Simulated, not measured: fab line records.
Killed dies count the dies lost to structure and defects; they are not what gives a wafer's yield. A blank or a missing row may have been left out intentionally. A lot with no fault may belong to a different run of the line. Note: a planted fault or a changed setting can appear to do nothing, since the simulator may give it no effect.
A lot that was struck, set against a sound lot || flow ritCmos || 14 out of 202 route steps
Sound: the wafers L205.3, L205.4, L205.6. Struck: wafer L213.3. (L213.1, L213.4 of the same lot were not struck and are left out.) The cause comes at the end.
Each step with rows lists, per side, the tool, then ch with its chambers, then its first start. Under that, the readings that differ: sound wafers || struck wafers || difference of the means || sigmas: that difference in standard deviations of wafers without a fault.
alike: readings with means less than 2 such deviations apart, plus words and numbers identical on both sides. not compared: withheld readings, readings lacking a value on some wafer, bounds such as >300 that could conceal the same value, and numbers that have no deviation in the record and whose values overlap.
The two part at a step that has a row with sigmas, a row that says differs or no value, or rows on one side only. Numbers that have no deviation but don't overlap get no sigmas and don't part them. A reading missing from all wafers of one side parts the sides only when that side holds two or more wafers.

RIT_SILICIDE_RTA_06: time 10 s, ramp up 5 s, ramp down 10 s.
  sound on rtpAnneal-01 ch 0, day 3 18:37; struck on rtpAnneal-01 ch 0, day 5 11:16
  alike: wafer_temp_C_max
RIT_CONTACT_CVD_00: deposits SiO2 from TEOS, target thk 400 nm, time 61 s.
  sound on pecvd-04 ch 0,1,2, day 3 18:40; struck on pecvd-03 ch 2, day 5 11:20
  alike: heaterPowerW, rfFwdPowerW
RIT_CONTACT_THK_MEAS_01:
  sound on filmMetro-03 at day 3 18:44; struck on filmMetro-03 at day 5 11:23
  alike: CONTACT_TEOS_THK
then, 6 steps without rows for these wafers: RIT_CONTACT_HMDS_02 (prime time 60 s); RIT_CONTACT_COAT_03 (resist thk 1000 nm); RIT_CONTACT_SOFTBAKE_04 (time 60 s); RIT_CONTACT_EXPOSE_05 (exposes mask M11, target cd 1000 nm); RIT_CONTACT_PEB_06; RIT_CONTACT_DEVELOP_07 (develop time 120 s).
RIT_CONTACT_CD_MEAS_08 targets a cd of 1000 nm.
  sound on cdSem-02 at day 3 20:00; struck on cdSem-01 at day 5 12:32
  alike: cdNm
RIT_CONTACT_OVL_MEAS_09:
  sound on overlay-01 at day 3 20:05; struck on overlay-02 at day 5 12:39
{"reading": "CONTACT_OVL (nm)", "sound": "-0.1 -2.9 -0.2", "struck": 1.8, "difference": "+2.9", "sigmas": "+2"}
then, 1 step without rows for these wafers: RIT_CONTACT_HARDBAKE_10 (time 60 s).
RIT_CONTACT_ETCH_11: etches SiO2 in CHF3/CF4/Ar, stops on TiSi2, target depth 480 nm, time 320 s.
  sound on rieDiel-01 ch 1,2,3, day 3 20:16; struck on rieDiel-03 ch 3, day 5 12:50
{"reading": "model.etch.depthNm (nm)", "sound": "399.4 403.9 405.5", "struck": 319.9, "difference": -83.0, "sigmas": ""}
{"reading": "model.CONTACT.featureDepthNm (nm)", "sound": "399.4 403.9 405.5", "struck": 319.9, "difference": -83.0, "sigmas": ""}
{"reading": "model.NOVOLAK_of_CONTACT_COAT_03.thkNm (nm)", "sound": "768.8 769.1 769.1", "struck": 807.9, "difference": "+38.9", "sigmas": ""}
  alike: drypumpMotorCurrentA, oesProductAu, rfFwdPowerW, throttleValvePct
  not compared: rfHoursCounterH
RIT_CONTACT_STRIP_12: strips in O2, time 180 s.
  sound on plasmaAsher-04 ch 0,1, day 3 20:31; struck on plasmaAsher-02 ch 0, day 5 13:02
  alike: drypumpMotorCurrentA
  not compared: rfHoursCounterH

== WHERE THEY PART ==
Within this record, at RIT_CONTACT_OVL_MEAS_09 only. Later steps at which nothing parts them and some readings are alike: RIT_CONTACT_ETCH_11, RIT_CONTACT_STRIP_12.

WHY: what had been put in by the simulator
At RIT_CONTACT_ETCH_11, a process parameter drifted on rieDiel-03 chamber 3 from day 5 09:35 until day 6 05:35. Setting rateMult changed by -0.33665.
